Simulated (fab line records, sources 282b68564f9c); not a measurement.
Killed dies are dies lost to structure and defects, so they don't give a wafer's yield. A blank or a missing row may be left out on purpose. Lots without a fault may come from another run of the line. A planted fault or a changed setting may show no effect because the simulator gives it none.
A struck lot beside a sound one | flow rit_cmos | 43 steps out of a route of 202
Sound: wafers L300.2, L300.4, L300.5. Struck: wafers L309.3, L309.5, L309.6. The cause comes at the end.
At each step with rows: each side's tool, then ch and its chambers, then its first start. Under that, the readings that differ: sound wafers | struck wafers | difference of the means | sigmas: that difference in standard deviations of wafers without a fault.
alike: readings whose means differ by less than 2 such deviations, and words and numbers that are the same on both sides. not compared: withheld readings, readings that some wafer has no value for, bounds like >300 that may hide the same value, and numbers for which the record gives no deviation and whose values overlap.
The two part at a step that has a row with sigmas, a row that says differs or no value, or rows on one side only. Numbers that don't overlap but have no deviation are shown without sigmas and don't part them. A reading that every wafer of one side lacks parts them only if that side has two wafers or more.

first, 1 step without rows for these wafers: RIT_PRETRO_DEVELOP_05 (develop time 68 s).
RIT_PRETRO_OVL_MEAS_06:
  sound on overlay-01, day 2 22:22; struck on overlay-02, day 4 20:35
  alike: PRETRO_OVL
then, 2 steps without rows for these wafers: RIT_PRETRO_HARDBAKE_07 (time 120 s); RIT_PRETRO_IMPLANT_08.
RIT_PRETRO_STRIP_09: strips in O2, time 180 s.
  sound on plasma_asher-04 ch 0,1, day 2 22:48; struck on plasma_asher-01 ch 0,1, day 4 21:04
  alike: drypump_motor_current_A
  not compared: rf_hours_counter_h
RIT_PRETRO_TW_MEAS_10:
  sound on film_metro-04, day 2 22:59; struck on film_metro-01, day 4 21:12
  alike: PRETRO_TW
then, 5 steps without rows for these wafers: RIT_GATE_WET_ETCH_00 (etches SiO2 in BOE, target depth 56 nm, time 60 s); RIT_GATE_CLEAN_01 (cleans in SC1, time 600 s); RIT_GATE_CLEAN_02 (cleans in dHF, time 30 s); RIT_GATE_CLEAN_03 (cleans in SC2, time 600 s); RIT_GATE_CLEAN_04 (cleans in dHF, time 60 s).
RIT_FOX2_THK_MEAS_91:
  sound on film_metro-02, day 2 23:28; struck on film_metro-04, day 4 21:41
  alike: FIELD_OXIDE_LEFT_2_THK
RIT_GATE_OXIDATION_05: target thk 3 nm, ox time 270 s.
  sound on furnace-01 ch 0, day 2 23:31; struck on furnace-04 ch 0, day 4 21:44
  alike: tube_center_temp_C
then, 1 step without rows for these wafers: RIT_GATE_ANNEAL_06 (time 600 s).
RIT_GATE_THK_MEAS_07:
  sound on film_metro-04, day 3 01:12; struck on film_metro-02, day 4 23:31
  alike: GATE_OXIDE_THK
then, 1 step without rows for these wafers: RIT_GATE_CVD_08 (deposits poly-Si from SiH4, target thk 250 nm, time 2220 s).
RIT_GATE_THK_MEAS_09:
  sound on film_metro-02, day 3 06:30; struck on film_metro-04, day 5 01:11
  alike: GATE_POLY_THK
then, 6 steps without rows for these wafers: RIT_GATE_HMDS_10 (prime time 60 s); RIT_GATE_COAT_11 (resist thk 850 nm); RIT_GATE_SOFTBAKE_12 (time 60 s); RIT_GATE_EXPOSE_13 (exposes mask M6, target cd 150 nm); RIT_GATE_PEB_14; RIT_GATE_DEVELOP_15 (develop time 50 s).
RIT_GATE_CD_MEAS_16: target cd 150 nm.
  sound on cd_sem-01, day 3 07:25; struck on cd_sem-01, day 5 02:14
  alike: cd_nm
RIT_GATE_OVL_MEAS_17:
  sound on overlay-01, day 3 07:31; struck on overlay-01, day 5 02:20
  alike: GATE_OVL
then, 1 step without rows for these wafers: RIT_GATE_HARDBAKE_18 (time 60 s).
RIT_GATE_ETCH_19: etches poly-Si in SF6/CHF3/O2, stops on SiO2, time 165 s, target depth 312.5 nm.
  sound on rie_si-02 ch 2,3, day 3 07:42; struck on rie_si-01 ch 0,1,2, day 5 02:38
  alike: drypump_motor_current_A, oes_product_au, throttle_valve_pct
  not compared: rf_hours_counter_h
RIT_GATE_STRIP_20: strips in O2, time 180 s.
  sound on plasma_asher-03 ch 1, day 3 07:49; struck on plasma_asher-03 ch 0,1, day 5 02:48
  alike: drypump_motor_current_A
  not compared: rf_hours_counter_h
RIT_GATE_CD_MEAS_90: target cd 150 nm.
  sound on cd_sem-02, day 3 08:01; struck on cd_sem-02, day 5 02:57
  alike: cd_nm
then, 4 steps without rows for these wafers: RIT_REOX_CLEAN_00 (cleans in SC1, time 600 s); RIT_REOX_CLEAN_01 (cleans in dHF, time 30 s); RIT_REOX_CLEAN_02 (cleans in SC2, time 600 s); RIT_REOX_OXIDATION_03 (target thk 25.2 nm, ox time 5580 s).
RIT_REOX_THK_MEAS_04:
  sound on film_metro-02, day 3 11:02; struck on film_metro-04, day 5 05:58
  alike: REOX_OXIDE_THK
then, 6 steps without rows for these wafers: RIT_NLDD_HMDS_00 (prime time 60 s); RIT_NLDD_COAT_01 (resist thk 1000 nm); RIT_NLDD_SOFTBAKE_02 (time 60 s); RIT_NLDD_EXPOSE_03 (exposes mask M7, target cd 40700 nm); RIT_NLDD_PEB_04; RIT_NLDD_DEVELOP_05 (develop time 50 s).
RIT_NLDD_OVL_MEAS_06:
  sound on overlay-01, day 3 11:56; struck on overlay-01, day 5 07:00
  alike: NLDD_OVL
then, 1 step without rows for these wafers: RIT_NLDD_HARDBAKE_07 (time 60 s).
RIT_M1_PROBE_99:
  sound on prober-02, day 4 04:16; struck on prober-01, day 5 22:55
  reading             | sound | struck     | difference | sigmas
  killed_at_front_end | 8 6 9 | 116 107 93 | +98        | +35
  killed_dies         | 8 6 9 | 116 107 93 | +98        | +35
  killed_on_rim       | 3 2 2 | 32 35 30   | +30        | +23
  alike: killed_at_contacts, killed_open, killed_short

WHERE THEY PART
Only at RIT_M1_PROBE_99, within this record.

WHY: what the simulator had put in
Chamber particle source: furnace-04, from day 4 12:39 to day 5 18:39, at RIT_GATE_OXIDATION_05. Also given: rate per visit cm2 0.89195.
